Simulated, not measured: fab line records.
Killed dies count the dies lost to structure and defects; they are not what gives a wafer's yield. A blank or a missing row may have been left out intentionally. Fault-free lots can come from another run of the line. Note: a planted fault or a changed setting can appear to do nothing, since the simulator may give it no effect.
Split-lot study    flow rit-cmos    5 lots, 23 wafers read, on a route of 202 steps

== ABOUT THE SPLIT ==
At RIT_NRETRO_SOFTBAKE_02 (time 60 s), the setting temp-c was moved away from the recipe's 90 C on 9 of the 23 wafers read, by -3.7% to +3.4%. This setting was run at the recipe's value on the other wafers.

== FROM THE SPLIT TO THE READING: what the file shows between them, 2 steps ==
- RIT_NRETRO_EXPOSE_03: exposes mask M4, target cd 43900 nm
- RIT_NRETRO_PEB_04

== THE READING ==
NOVOLAK_of_NRETRO_COAT_01.thk-nm (the simulator's own value, which no gauge read), in nm, at RIT_NRETRO_DEVELOP_05 (develop time 68 s). There is no usual value for it anywhere in the file. Average 1304 nm, standard deviation 2.5 nm, over the 14 wafers here run with the recipe.

wafer   tool, chamber at the split  temp-c as run, C  against the recipe  NOVOLAK_of_NRETRO_COAT_01.thk-nm, nm  against lot-mates on the recipe
L074.2  litho-track-03, 0           90                recipe              1305                                  -
L074.6  litho-track-03, 0           90                recipe              1305                                  -
L074.3  litho-track-03, 0           87.65             -2.6%               1315                                  +10
L074.4  litho-track-03, 0           87.65             -2.6%               1312                                  +7
L074.5  litho-track-03, 0           87.65             -2.6%               1313                                  +8
L078.1  litho-track-03, 0           90                recipe              1306                                  -
L078.3  litho-track-03, 0           90                recipe              1306                                  -
L078.4  litho-track-03, 0           90                recipe              1306                                  -
L078.2  litho-track-03, 0           86.71             -3.7%               1317                                  +11
L078.6  litho-track-03, 0           86.71             -3.7%               1319                                  +13
L082.1  litho-track-03, 0           90                recipe              1304                                  -
L082.4  litho-track-03, 0           90                recipe              1306                                  -
L082.5  litho-track-03, 0           90                recipe              1305                                  -
L083.1  litho-track-02, 0           90                recipe              1303                                  -
L083.5  litho-track-02, 0           90                recipe              1303                                  -
L083.2  litho-track-02, 0           93.03             +3.4%               1292                                  -9
L083.3  litho-track-02, 0           90                recipe              1296                                  -
L083.4  litho-track-02, 0           93.03             +3.4%               1290                                  -11
L085.1  litho-track-03, 0           90                recipe              1303                                  -
L085.4  litho-track-03, 0           90                recipe              1303                                  -
L085.2  litho-track-03, 0           89.01             -1.1%               1307                                  +3
L085.6  litho-track-03, 0           89.01             -1.1%               1307                                  +3
L085.3  litho-track-03, 0           90                recipe              1305                                  -

FIT RESULTS
A straight line over all 23 wafers: NOVOLAK_of_NRETRO_COAT_01.thk-nm changes by -3.76 nm for each +1% of temp-c; r = -0.95; the points scatter about the line by 2.2 nm.
The same after taking each lot's own level away (the mean of its wafers on the recipe; 23 wafers): -3.1 nm for each +1%; r = -0.96; scatter 1.5 nm.
According to that fit, moving temp-c by its largest amount changes the reading by 11 nm.
Measured against the standard deviation above, the lots' own levels, which go from 1300.7 to 1306.0 nm, span 2.1 times it.
So the lot-to-lot level changes the slope: the two fits differ.
Check: with one of the wafers moved furthest among these (-3.7%) left out of the fit, the line predicts +11.6 nm for it against its lot-mates. Against them it came out at +11 nm.

== ADDITIONAL SPLITS CARRIED BY THESE WAFERS ==
These wafers also went through other splits before the reading. Each is held against what the fit with the lots' levels taken away leaves over:
other split on the same wafers        wafers away from the commonest value  r with NOVOLAK_of_NRETRO_COAT_01.thk-nm (lot level and that fit taken away)
RIT_ACTIVE_CVD_03 sih2cl2-flow-sccm   18                                    +0.06
RIT_ACTIVE_DEVELOP_10 develop-time-s  7                                     +0.30
RIT_ACTIVE_ETCH_13 time-s             7                                     -0.10
RIT_FOX2_CLEAN_02 time-s              15                                    -0.01
RIT_NWELL_IMPLANT_08 energy-kev       4                                     -0.12
RIT_PWELL_IMPLANT_08 dose-cm2         11                                    -0.30

== THE FILE'S OWN FIT ==
NOVOLAK_of_NRETRO_COAT_01.thk-nm changes by -3.18 nm for each +1% of temp-c, r = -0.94.
